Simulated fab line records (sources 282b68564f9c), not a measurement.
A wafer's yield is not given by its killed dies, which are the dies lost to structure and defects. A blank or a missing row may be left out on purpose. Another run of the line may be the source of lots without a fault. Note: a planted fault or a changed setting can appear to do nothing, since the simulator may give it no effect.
The same fault as seen by 2 desks	flow rit cmos	only its own numbers are on each desk; what lay behind them is given at the end

AT THE METROLOGY DESK
What the gauges read, lot by lot, whatever tool the lot ran on: means of the sampled wafers that have a number. Marked OUT: a lot whose mean sits more than 4 standard deviations from the usual mean, which makes it out of limits; the brackets give that distance.
Columns: A = CONTACT_TEOS_THK at RIT_CONTACT_THK_MEAS_01, usual 399 nm
lot	first seen here	A
L891	day 3 05:43	401
L893	day 3 18:51	399
L894	day 4 00:14	395
L895	day 4 02:48	397
L896	day 4 08:04	398
L897	day 4 14:37	398
L899	day 5 03:49	400
L900	day 5 06:20	397
L901	day 5 11:00	397
L902	day 5 16:58	395
L909	day 7 00:01	405
L911	day 7 13:17	401
L912	day 7 15:23	408
L914	day 8 02:25	397
This desk's verdict: no lot among the 14 shows anything out of limits.

DESK OF THE TOOL OWNER: pecvd-03
The tool's own readings at RIT_CONTACT_CVD_00 (deposits SiO2 from TEOS, target thk 400 nm, time 61 s): means of the sampled wafers that have a number, for each lot that ran on this tool. Marked OUT: a lot whose mean sits more than 4 standard deviations from the usual mean, which makes it out of limits; the brackets give that distance.
Columns: A = heater power w at RIT_CONTACT_CVD_00, usual 313 W
lot	first seen here	A
L895	day 4 02:45	326
L897	day 4 14:34	266
L900	day 5 06:17	323
L909	day 6 23:57	320
L912	day 7 15:19	309
This desk's verdict: no lot among the 5 shows anything out of limits.

BROUGHT TOGETHER
Nothing out of limits was seen by the metrology desk.
The desk of the tool owner found nothing out of limits.

WHAT THE SIMULATOR PUT IN
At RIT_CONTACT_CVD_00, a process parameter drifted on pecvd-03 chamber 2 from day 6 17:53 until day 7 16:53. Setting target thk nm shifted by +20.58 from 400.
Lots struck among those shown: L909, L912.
